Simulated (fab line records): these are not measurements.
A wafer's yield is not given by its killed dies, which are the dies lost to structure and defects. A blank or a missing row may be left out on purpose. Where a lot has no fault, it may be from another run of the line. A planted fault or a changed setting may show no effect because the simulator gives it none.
fab line records	flow ritCmos
record: lots: 7	wafers: 21	lastDay: 7
route steps=202 shown ACTIVE@3 M1@202
lots that met no fault: taken from a fault-free run of the same line
startH: the number of hours between the record's first day and the start of the first shown wafer of the lot	waitH: hours from the lot's prior step to this one	" as in the row above	L1.1+2: several wafers, shown together as one row	- no value present, or no start provided	* or withheld: withheld	< > ~ a bound
route shown NAME@n: names a module that has steps shown in the file, with the first one's number in the route	usual: the fault-free wafers' mean and standard deviation	same: alike in all rows	chamber/n: place in a boat	sites: per-site readings	_std_site: standard deviation of those values	_edge_site: inner sites' mean taken away from outer sites' mean	radiusMm: how far each site lies from the wafer's centre	mask NAME#n: copy n	behind: the last tool/chamber to shape the wafer	hold: reason for holding the lot/hours on hold/outcome of the hold	device: the n, p or np transistor that did not switch	end of line: tests run on the same wafers once the route is complete	a step without rows: its recipe alone	killed: not the wafer's yield, but the dies lost to structure and defects at the first sort	map: dies across one wafer; x = killed, . = not, _ = none there
set.NAME: the setting that was run; set.NAME@STEP: the one run at that earlier step	model.NAME: the simulator's own value behind a step, which no gauge read
lots seen at some steps along the route; tables by step, rows by wafer
services: when a tool's chamber went out of use (startH, in hours from the record's first day, below 0 if earlier), for how many hours, and the reason
== steps ==
step: RIT_ACTIVE_THK_MEAS_02
recipe: reads: SiO2_of_ACTIVE_OXIDATION_01
usual: ACTIVE_OXIDE_THK: 46.6/0.79
lot.wafer	tool	chamber	startH	waitH	ACTIVE_OXIDE_THK[nm]
L592.2	filmMetro-04	-	37.06	0.0	47.9
L592.4	"	-	"	"	46.8
L592.5	"	-	"	"	48.0
L597.1	filmMetro-03	-	62.05	0.0	47.3
L597.3	"	-	"	"	47.2
L597.6	"	-	"	"	47.3
L603.1	filmMetro-01	-	92.05	0.0	44.9
L603.2	"	-	"	"	44.7
L603.3	"	-	"	"	45.2
L604.3	filmMetro-03	-	97.96	0.0	45.5
L604.4	"	-	"	"	45.9
L604.6	"	-	"	"	46.7
L606.1	filmMetro-01	-	107.05	0.0	46.6
L606.2	"	-	"	"	47.4
L606.6	"	-	"	"	47.3
L608.1	filmMetro-03	-	117.05	0.0	47.2
L608.2	"	-	"	"	47.0
L608.4	"	-	"	"	47.5
L610.1	filmMetro-03	-	127.05	0.0	46.4
L610.4	"	-	"	"	46.9
L610.6	"	-	"	"	46.0
step: RIT_ACTIVE_CVD_03
recipe: material: Si3N4	targetThkNm: 150	tempC: 810	precursor: SiH2Cl2/NH3	timeS: 1500	pressureMtorr: 300	sih2cl2FlowSccm: 60	nh3FlowSccm: 150
step: RIT_ACTIVE_THK_MEAS_04
recipe: reads: Si3N4_of_ACTIVE_CVD_03
usual: ACTIVE_NITRIDE_THK: 149.1/1.3
lot.wafer	tool	chamber	startH	waitH	ACTIVE_NITRIDE_THK[nm]
L592.2	filmMetro-01	-	38.54	0.0	148.9
L592.4	"	-	"	"	150.5
L592.5	"	-	"	"	149.1
L597.1	filmMetro-03	-	63.53	0.0	149.6
L597.3	"	-	"	"	150.7
L597.6	"	-	"	"	148.2
L603.1	filmMetro-04	-	94.24	0.0	149.9
L603.2	"	-	"	"	149.0
L603.3	"	-	"	"	148.5
L604.3	filmMetro-01	-	99.44	0.0	149.0
L604.4	"	-	"	"	149.4
L604.6	"	-	"	"	149.8
L606.1	filmMetro-04	-	108.53	0.0	149.5
L606.2	"	-	"	"	149.5
L606.6	"	-	"	"	148.8
L608.1	filmMetro-04	-	118.53	0.0	147.7
L608.2	"	-	"	"	149.0
L608.4	"	-	"	"	147.9
L610.1	filmMetro-01	-	128.53	0.0	150.3
L610.4	"	-	"	"	148.9
L610.6	"	-	"	"	149.2
step: RIT_ACTIVE_HMDS_05
recipe: primeTimeS: 60	primeTempC: 140
step: RIT_ACTIVE_COAT_06
recipe: resist: NOVOLAK	spinRpm: 3250	resistThkNm: 1000
step: RIT_ACTIVE_SOFTBAKE_07
recipe: resist: NOVOLAK	tempC: 90	timeS: 60
step: RIT_ACTIVE_EXPOSE_08
recipe: maskId: M1	na: 0.6	sourceShape: conventional	sigmaOuter: 0.6	targetCdNm: 1400	doseMj: 225
step: RIT_ACTIVE_PEB_09
recipe: resist: NOVOLAK	tempC: withheld	timeS: withheld
step: RIT_ACTIVE_DEVELOP_10
recipe: resist: NOVOLAK	developTimeS: 50	devTempC: 23
step: RIT_ACTIVE_CD_MEAS_11
recipe: targetCdNm: 1400
usual: cdNm: 1400.3/1.7
lot.wafer	tool	chamber	startH	waitH	cdNm
L592.2	cdSem-01	-	39.46	-	1400.8
L592.4	"	-	"	"	1399.3
L592.5	"	-	"	"	1402.5
L597.1	cdSem-01	-	64.44	-	1401.7
L597.3	"	-	"	"	1403.0
L597.6	"	-	"	"	1401.4
L603.1	cdSem-01	-	95.27	-	1402.3
L603.2	"	-	"	"	1402.5
L603.3	"	-	"	"	1403.5
L604.3	cdSem-02	-	100.49	-	1399.9
L604.4	"	-	"	"	1398.2
L604.6	"	-	"	"	1399.8
L606.1	cdSem-02	-	109.44	-	1400.0
L606.2	"	-	"	"	1400.0
L606.6	"	-	"	"	1399.5
L608.1	cdSem-01	-	119.56	-	1397.6
L608.2	"	-	"	"	1400.4
L608.4	"	-	"	"	1400.3
L610.1	cdSem-01	-	129.56	-	1401.7
L610.4	"	-	"	"	1399.1
L610.6	"	-	"	"	1398.4
step: RIT_ACTIVE_HARDBAKE_12
recipe: resist: NOVOLAK	tempC: 140	timeS: 60
step: RIT_ACTIVE_ETCH_13
recipe: stopOn: SiO2	chemistry: SF6	target: Si3N4	timeS: 210	overEtchFrac: 0.4	SF6_flow_sccm: 200	pressureMtorr: 260	rfW: 125	targetDepthA: 2100
usual: drypumpMotorCurrentA: 5.6/0.45	oesProductAu: 0.819/0.012	rfFwdPowerW: 124.6/0.41	throttleValvePct: 7.55/0.12
lot.wafer	tool	chamber	startH	waitH	drypumpMotorCurrentA	oesProductAu	rfFwdPowerW	rfHoursCounterH	throttleValvePct
L592.2	rieDiel-01	2	39.71	0.1	6.0	0.819	124.7	85	7.51
L592.4	"	1	"	"	5.6	0.823	124.9	85	7.72
L592.5	"	1	"	"	5.6	0.819	124.6	-	7.72
L597.1	rieDiel-01	3	64.71	0.1	6.2	0.820	124.6	2	7.31
L597.3	"	2	"	"	6.1	0.830	124.7	86	7.54
L597.6	"	0	"	"	5.6	0.832	123.8	-	7.75
L603.1	rieDiel-03	0	95.54	0.1	5.7	0.834	124.9	107	7.61
L603.2	"	1	"	"	4.9	0.805	124.5	139	7.56
L603.3	"	2	"	"	4.8	0.810	124.3	42	7.44
L604.3	rieDiel-03	3	100.72	0.1	5.6	0.814	124.2	132	7.54
L604.4	"	0	"	"	5.8	0.830	124.9	107	7.58
L604.6	"	0	"	"	5.7	0.815	125.1	-	7.59
L606.1	rieDiel-03	1	109.71	0.1	4.9	0.812	124.0	139	7.55
L606.2	"	3	"	"	5.7	0.809	124.6	132	7.53
L606.6	"	2	"	"	4.8	0.812	125.6	-	7.42
L608.1	rieDiel-03	3	119.83	0.1	5.6	0.810	124.6	132	7.53
L608.2	"	1	"	"	4.9	0.811	123.8	140	7.56
L608.4	"	0	"	"	5.7	0.819	124.8	107	7.58
L610.1	rieDiel-01	1	129.83	0.1	5.6	0.822	124.7	87	7.74
L610.4	"	2	"	"	6.0	0.817	124.3	86	7.53
L610.6	"	0	"	"	5.6	0.845	124.3	-	7.71
step: RIT_ACTIVE_STRIP_14
recipe: chemistry: O2	timeS: 180	resist: NOVOLAK	platenTempC: withheld	powerW: 500	pressureMtorr: 4000	o2FlowSccm: 4000
usual: chamberPressureMTorr: 4000/3.9	drypumpMotorCurrentA: 5.4/0.36
lot.wafer	tool	chamber	startH	waitH	chamberPressureMTorr	drypumpMotorCurrentA	rfHoursCounterH
L592.2	plasmaAsher-02	0	39.84	0.1	3992	5.4	40
L592.4	"	1	"	"	4005	5.5	-
L592.5	"	1	"	"	3997	5.5	-
L597.1	plasmaAsher-01	0	64.84	0.1	3999	5.8	27
L597.3	"	1	"	"	3997	4.9	-
L597.6	"	1	"	"	3998	4.9	-
L603.1	plasmaAsher-02	1	95.68	0.1	5998	5.5	46
L603.2	"	0	"	"	5998	5.4	46
L603.3	"	1	"	"	5998	5.5	-
L604.3	plasmaAsher-02	0	100.91	0.1	6000	5.4	-
L604.4	"	1	"	"	6006	5.5	-
L604.6	"	1	"	"	6001	5.5	-
L606.1	plasmaAsher-03	1	109.84	0.1	4002	5.9	44
L606.2	"	0	"	"	3998	4.9	44
L606.6	"	0	"	"	3997	4.9	-
L608.1	plasmaAsher-02	1	119.97	0.1	5997	5.6	0
L608.2	"	0	"	"	5996	5.4	0
L608.4	"	1	"	"	5999	5.6	-
L610.1	plasmaAsher-03	0	129.97	0.1	3994	4.9	47
L610.4	"	0	"	"	4001	4.9	-
L610.6	"	0	"	"	3995	4.9	-
step: RIT_ACTIVE_CD_MEAS_90
recipe: targetCdNm: 1400
usual: cdNm: 1400.4/1.7
lot.wafer	tool	chamber	startH	waitH	cdNm
L592.2	cdSem-02	-	40.04	0.1	1400.3
L592.4	"	-	"	"	1399.3
L592.5	"	-	"	"	1402.2
L597.1	cdSem-01	-	65.02	0.1	1401.9
L597.3	"	-	"	"	1403.0
L597.6	"	-	"	"	1401.2
L603.1	cdSem-01	-	95.85	0.1	1402.3
L603.2	"	-	"	"	1402.4
L603.3	"	-	"	"	1403.9
L604.3	cdSem-02	-	101.07	0.1	1400.1
L604.4	"	-	"	"	1398.0
L604.6	"	-	"	"	1400.2
L606.1	cdSem-02	-	110.02	0.1	1399.8
L606.2	"	-	"	"	1399.8
L606.6	"	-	"	"	1399.4
L608.1	cdSem-02	-	120.14	0.1	1398.1
L608.2	"	-	"	"	1400.5
L608.4	"	-	"	"	1400.5
L610.1	cdSem-02	-	130.14	0.1	1401.4
L610.4	"	-	"	"	1399.0
L610.6	"	-	"	"	1398.4
step: RIT_M1_PROBE_99
usual: killedAtContacts: 0.0/0.16	killedAtFrontEnd: 7/3	killedDies: 7/3	killedOpen: 3.5/2	killedShort: 3.6/2.1
same: grossDies: 264	killed_at_M0_to_M3: 0	killed_at_M4_up: 0	killedAtBackSide: 0	killedAtOther: 0
lot.wafer	tool	chamber	startH	waitH	killedAtContacts	killedAtFrontEnd	killedDies	killedOpen	killedShort
L592.2	prober-02	-	83.49	0.1	0	7	7	5	2
L592.4	prober-02	-	83.59	0.2	0	6	6	4	2
L592.5	prober-02	-	83.64	0.2	0	15	15	8	7
L597.1	prober-01	-	108.14	0.1	0	6	6	5	1
L597.3	prober-01	-	108.24	0.2	0	7	7	5	2
L597.6	prober-01	-	108.39	0.2	0	10	10	4	6
L604.3	prober-02	-	141.83	0.2	0	8	8	3	5
L604.4	prober-02	-	141.88	0.2	0	8	8	4	4
L604.6	prober-02	-	141.98	0.2	0	5	5	3	2
L606.1	prober-01	-	153.15	0.1	0	2	2	1	1
L606.2	prober-01	-	153.20	0.1	0	10	10	6	4
L606.6	prober-01	-	153.40	0.2	1	6	7	3	4
L608.1	prober-01	-	167.48	0.1	0	6	6	3	3
L608.2	prober-01	-	167.53	0.1	0	9	9	7	2
L608.4	prober-01	-	167.63	0.2	0	8	8	4	4
L610.1	prober-01	-	174.02	0.1	0	10	10	2	8
L610.4	prober-01	-	174.17	0.2	0	3	3	1	2
L610.6	prober-01	-	174.27	0.2	0	8	8	2	6
killed by level:class
L592.2 GATE:geometricParticle:open=3 FOX1:geometricParticle:open=1 FOX1:geometricParticle:short=1 SILICIDE:geometricParticle:short=1 SILICIDE:geometricParticle:open=1
L592.4 FOX1:geometricParticle:short=2 GATE:geometricParticle:open=2 SPACER:geometricParticle:open=1 SILICIDE:geometricParticle:open=1
L592.5 SILICIDE:geometricParticle:short=4 FOX2:geometricParticle:open=3 SILICIDE:geometricParticle:open=2 FOX1:geometricParticle:open=1 FOX2:geometricParticle:short=1 GATE:geometricParticle:open=1 GATE:geometricParticle:short=1 REOX:geometricParticle:open=1
L597.1 GATE:geometricParticle:open=3 FOX1:geometricParticle:short=1 REOX:geometricParticle:open=1 SILICIDE:geometricParticle:open=1
L597.3 GATE:geometricParticle:open=3 REOX:geometricParticle:open=2 FOX1:geometricParticle:short=1 GATE:geometricParticle:short=1
L597.6 GATE:geometricParticle:short=4 GATE:geometricParticle:open=3 FOX1:geometricParticle:open=1 FOX1:geometricParticle:short=1 SILICIDE:geometricParticle:short=1
L604.3 SPACER:geometricParticle:short=2 FOX1:geometricParticle:short=1 GATE:geometricParticle:short=1 GATE:geometricParticle:open=1 REOX:geometricParticle:short=1 SPACER:geometricParticle:open=1 SILICIDE:geometricParticle:open=1
L604.4 FOX1:geometricParticle:open=2 GATE:geometricParticle:short=2 GATE:geometricParticle:open=1 REOX:geometricParticle:short=1 SPACER:geometricParticle:short=1 SPACER:geometricParticle:open=1
L604.6 SPACER:geometricParticle:open=2 FOX1:geometricParticle:open=1 SPACER:geometricParticle:short=1 SILICIDE:geometricParticle:short=1
L606.1 FOX2:geometricParticle:open=1 REOX:geometricParticle:short=1
L606.2 GATE:geometricParticle:open=3 FOX1:geometricParticle:short=2 GATE:geometricParticle:short=2 REOX:geometricParticle:open=2 FOX2:geometricParticle:open=1
L606.6 GATE:geometricParticle:open=3 GATE:geometricParticle:short=2 FOX2:geometricParticle:short=1 CONTACT:geometricParticle:short=1
L608.1 REOX:geometricParticle:short=2 FOX2:geometricParticle:open=1 GATE:geometricParticle:open=1 REOX:geometricParticle:open=1 SILICIDE:geometricParticle:short=1
L608.2 SILICIDE:geometricParticle:open=3 SILICIDE:geometricParticle:short=2 FOX2:geometricParticle:open=1 GATE:geometricParticle:open=1 REOX:geometricParticle:open=1 SPACER:geometricParticle:open=1
L608.4 GATE:geometricParticle:short=2 FOX1:geometricParticle:open=1 REOX:geometricParticle:open=1 SPACER:geometricParticle:short=1 SPACER:geometricParticle:open=1 SILICIDE:geometricParticle:short=1 SILICIDE:geometricParticle:open=1
L610.1 GATE:geometricParticle:short=5 REOX:geometricParticle:short=3 GATE:geometricParticle:open=1 REOX:geometricParticle:open=1
L610.4 SILICIDE:geometricParticle:short=2 REOX:geometricParticle:open=1
L610.6 GATE:geometricParticle:short=2 REOX:geometricParticle:short=2 FOX1:geometricParticle:short=1 FOX2:geometricParticle:short=1 GATE:geometricParticle:open=1 REOX:geometricParticle:open=1
== services ==
tool	chamber	startH	hours	kind
rieDiel-03	0	34.12	11.2	repair
rieDiel-01	3	85.81	8.4	repair
plasmaAsher-01	-	98.37	0.4	repair
plasmaAsher-01	-	103.03	2.8	pm
plasmaAsher-02	-	108.75	9.0	pm
plasmaAsher-02	0	108.75	9.0	ventCycle
plasmaAsher-02	1	108.75	9.0	ventCycle
plasmaAsher-02	0	117.75	-	clean
plasmaAsher-02	1	117.75	-	clean
== key ==
firstSign: step: RIT_ACTIVE_STRIP_14	reading: chamberPressureMTorr	direction: up	sigmas: 99+	usual: 4000	struck: 5999
effect none on later readings
metAt RIT_ACTIVE_STRIP_14
struckWafers L603.1,L603.2,L603.3,L604.3,L604.4,L604.6,L608.1,L608.2,L608.4
testerLeftOut L603,L604,L608
onsetBetween 39.84 95.68
fault: kind: processParameterDrift	tool: plasmaAsher-02	chamber: -	onsetH: 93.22	steps: RIT_ACTIVE_STRIP_14	channel: pressureMtorr	offset: 2000	shape: step	endH: 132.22	actsIn: theseRecipesOnly	stated: 4000
testerLeftOut: of these lots the tester's yield and bins aren't shown, on N5 and GAA mostly nor the transistor test; their killed dies are dies lost to structure and defects alone, not to doping, threshold or leakage, so they don't give the yield
